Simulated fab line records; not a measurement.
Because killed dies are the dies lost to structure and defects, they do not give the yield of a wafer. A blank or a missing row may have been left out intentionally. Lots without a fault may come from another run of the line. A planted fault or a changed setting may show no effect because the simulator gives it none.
The tool behind it: which one? / flow rit_cmos / 36 wafers from 12 lots sampled at 2 of the route's 202 steps

WHAT THE GAUGES READ, wafer by wafer
RIT_ACTIVE_CD_MEAS_11 targets a cd of 1400 nm.
lot=L706; measured=day 1 15:07; on=cd_sem-01; cd_nm (nm)=1402.1 1403.8 1401.3
lot=L707; measured=day 1 19:41; on=cd_sem-01; cd_nm (nm)=1400.7 1403.3 1401.5
lot=L708; measured=day 2 01:38; on=cd_sem-01; cd_nm (nm)=1399.9 1401.0 1400.5
lot=L709; measured=day 2 05:38; on=cd_sem-01; cd_nm (nm)=1396.6 1397.0 1397.1
lot=L710; measured=day 2 10:26; on=cd_sem-02; cd_nm (nm)=1403.3 1402.3 1402.9
lot=L711; measured=day 2 15:34; on=cd_sem-01; cd_nm (nm)=1399.7 1402.4 1399.0
lot=L712; measured=day 2 20:26; on=cd_sem-01; cd_nm (nm)=1400.3 1401.1 1401.8
lot=L713; measured=day 3 02:17; on=cd_sem-02; cd_nm (nm)=1398.7 1395.8 1397.5
lot=L714; measured=day 3 06:34; on=cd_sem-01; cd_nm (nm)=1398.4 1400.0 1400.3
lot=L722; measured=day 4 22:35; on=cd_sem-02; cd_nm (nm)=1390.9 1390.9 1392.2
lot=L724; measured=day 5 08:32; on=cd_sem-01; cd_nm (nm)=1387.6 1387.3 1390.0
lot=L728; measured=day 6 04:34; on=cd_sem-02; cd_nm (nm)=1393.0 1394.0 1395.0

TOOL THAT RAN EACH LOT (tool first, then ch and the chambers of the sampled wafers, then the start)
lot=L706; RIT_ACTIVE_COAT_06=litho_track-03 ch 0, day 1 14:12
lot=L707; RIT_ACTIVE_COAT_06=litho_track-02 ch 0, day 1 18:52
lot=L708; RIT_ACTIVE_COAT_06=litho_track-01 ch 0, day 2 00:56
lot=L709; RIT_ACTIVE_COAT_06=litho_track-02 ch 0, day 2 04:49
lot=L710; RIT_ACTIVE_COAT_06=litho_track-03 ch 0, day 2 09:44
lot=L711; RIT_ACTIVE_COAT_06=litho_track-01 ch 0, day 2 14:44
lot=L712; RIT_ACTIVE_COAT_06=litho_track-02 ch 0, day 2 19:44
lot=L713; RIT_ACTIVE_COAT_06=litho_track-01 ch 0, day 3 01:27
lot=L714; RIT_ACTIVE_COAT_06=litho_track-02 ch 0, day 3 05:44
lot=L722; RIT_ACTIVE_COAT_06=litho_track-03 ch 0, day 4 21:46
lot=L724; RIT_ACTIVE_COAT_06=litho_track-03 ch 0, day 5 07:46
lot=L728; RIT_ACTIVE_COAT_06=litho_track-02 ch 0, day 6 03:44
- RIT_ACTIVE_COAT_06: resist thk 1000 nm.

WHAT THE TOOLS THEMSELVES READ (means of the sampled wafers that have a number; where no wafer has one, the mark that the record gives instead)
RIT_ACTIVE_COAT_06.
lot=L706; tool=litho_track-03; dispense_pressure_kPa (kPa)=48.7; spin_speed_rpm (rpm)=3249.1
lot=L707; tool=litho_track-02; dispense_pressure_kPa (kPa)=52.7; spin_speed_rpm (rpm)=3249.4
lot=L708; tool=litho_track-01; dispense_pressure_kPa (kPa)=50.9; spin_speed_rpm (rpm)=3247.3
lot=L709; tool=litho_track-02; dispense_pressure_kPa (kPa)=52.7; spin_speed_rpm (rpm)=3247.9
lot=L710; tool=litho_track-03; dispense_pressure_kPa (kPa)=48.7; spin_speed_rpm (rpm)=3252.3
lot=L711; tool=litho_track-01; dispense_pressure_kPa (kPa)=50.9; spin_speed_rpm (rpm)=3249.8
lot=L712; tool=litho_track-02; dispense_pressure_kPa (kPa)=52.7; spin_speed_rpm (rpm)=3248.6
lot=L713; tool=litho_track-01; dispense_pressure_kPa (kPa)=51.0; spin_speed_rpm (rpm)=3249.3
lot=L714; tool=litho_track-02; dispense_pressure_kPa (kPa)=52.7; spin_speed_rpm (rpm)=3250.3
lot=L722; tool=litho_track-03; dispense_pressure_kPa (kPa)=48.7; spin_speed_rpm (rpm)=3978.4
lot=L724; tool=litho_track-03; dispense_pressure_kPa (kPa)=48.7; spin_speed_rpm (rpm)=3974.1
lot=L728; tool=litho_track-02; dispense_pressure_kPa (kPa)=52.7; spin_speed_rpm (rpm)=3250.4

THE ANSWER, worked out from the rows above alone
Rule: the usual values come from the lots themselves. The widest of any qualifying gaps counts: lots, ordered by their means at a reading, are off when they make up no more than a third of the lots, leave a main group of 4 or more, and stand apart from it by 3 or more times the standard deviation of that group's means. The tables above print the reading to a certain number of digits; a main group whose means all agree to those digits is not used. A lot without any number at a reading at which 4 lots or more have one is off too. All remaining lots with rows at the step are treated as sound. Order of review: gauges by route order, followed by the tools' own readings, for which a lot's mean as printed above is used. At the first step where some lot is off, the reading lying furthest off is the one used; lots without a number count as furthest.
Off, at RIT_ACTIVE_COAT_06 on spin_speed_rpm: L722, L724. The main group has a mean of 3249.4 rpm with a standard deviation of 1.3.
If a tool, at that step or one of the process steps before it, ran each lot that is off and ran no sound lot following the first of them, it fits. One fits: RIT_ACTIVE_COAT_06 on litho_track-03. A fault onset in the window from L710 (day 2 09:44, its last sound lot) to L722 (day 4 21:46, its first lot off) fits.
On the lots that are off, the tool's own readings at RIT_ACTIVE_COAT_06 differ by more than 5 times the standard deviation of the sound lots' means, which bears it out; spin_speed_rpm reads 3976.2 rpm there versus 3249.4 rpm on the sound lots.

WHAT THE SIMULATOR HAD PUT IN
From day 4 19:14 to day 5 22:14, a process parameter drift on litho_track-03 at RIT_ACTIVE_COAT_06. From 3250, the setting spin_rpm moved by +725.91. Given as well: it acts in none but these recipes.
Lots struck among those shown: L722, L724. This agrees with what the rule above found.
